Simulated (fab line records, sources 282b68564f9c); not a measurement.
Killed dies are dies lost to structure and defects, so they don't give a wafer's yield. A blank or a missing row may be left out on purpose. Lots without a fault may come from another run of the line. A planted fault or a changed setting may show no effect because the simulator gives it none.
Problem report in the 8D (eight disciplines) form, filled by code | flow rit_cmos | the parts of the form that need people (team, actions taken, sign-off) are left out

1. THE PROBLEM
NRETRO_OVL at RIT_NRETRO_OVL_MEAS_06 reads a mean of -178.5 nm on 6 wafers of 2 lots; wafers without a fault read 0.1 nm with a standard deviation of 1.7. That is -99 or more standard deviations from the usual mean.
First seen on wafer L528.1, day 6 03:23, on overlay-02. The record holds 42 wafers of 14 lots with a number at this step. Rule for "out", or "out of limits": more than 4 standard deviations from the usual mean. The other wafers with a number count as sound.

2. WHAT IT IS AND WHAT IT IS NOT
question                    | is                     | is not
which readings at this step | NRETRO_OVL             | -
which lots                  | L528, L529             | L511, L512, L513, L514, L515, L516, L518, L520, L521, L522, L523, L524
which wafers of those lots  | all that have a number | -
read on which gauges        | overlay-02             | overlay-01
when                        | from day 6 03:23       | up to then (36 sound wafers)

3. SUSPECTS, AND WHAT RULES EACH OUT
Counting: a tool at a process step up to the reading stays a suspect if it ran every lot that is out and no sound lot after the first of them.
- the gauge at RIT_NRETRO_OVL_MEAS_06: kept. All the wafers that are out were read on overlay-02, and no step on other tools shows them out.
- iline_stepper-01 at RIT_NRETRO_EXPOSE_03 (exposes mask M4, target cd 43900 nm): kept. It ran every lot that is out, first L528 (day 6 02:57), and no sound lot after that; its last sound lot up to then is L524 (day 5 04:05).
Left after counting: iline_stepper-01 at RIT_NRETRO_EXPOSE_03, overlay-02 at RIT_NRETRO_OVL_MEAS_06.

4. THE CAUSE (what the simulator had put in)
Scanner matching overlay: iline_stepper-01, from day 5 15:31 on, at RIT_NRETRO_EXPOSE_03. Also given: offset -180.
Counting left 2 suspects, and this tool is among them.

5. THE CHAIN OF EFFECTS, in route order
Each row: a reading whose mean over the struck wafers that have a number lies more than 3 standard deviations from the usual. Only readings for which the record gives a usual standard deviation are gone through. hours: the time from each lot's start at the first step in this table that gives one to its start at this step, as a median over the lots. sigmas: the change in usual standard deviations.
hours | step                   | reading    | usual  | on struck wafers | change | sigmas
0     | RIT_NRETRO_OVL_MEAS_06 | NRETRO_OVL | 0.1 nm | -178.5           | -178.6 | -99 or more

6. WHAT WOULD HAVE CAUGHT IT SOONER
In this record the first reading out of limits at a measuring or inspecting step was taken at day 6 03:23, 12 hours after the fault began at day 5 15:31.
Of the lots that are out (2), L529 began RIT_NRETRO_EXPOSE_03 on iline_stepper-01 after day 6 03:23. A hold on the tool at that time would have spared it.
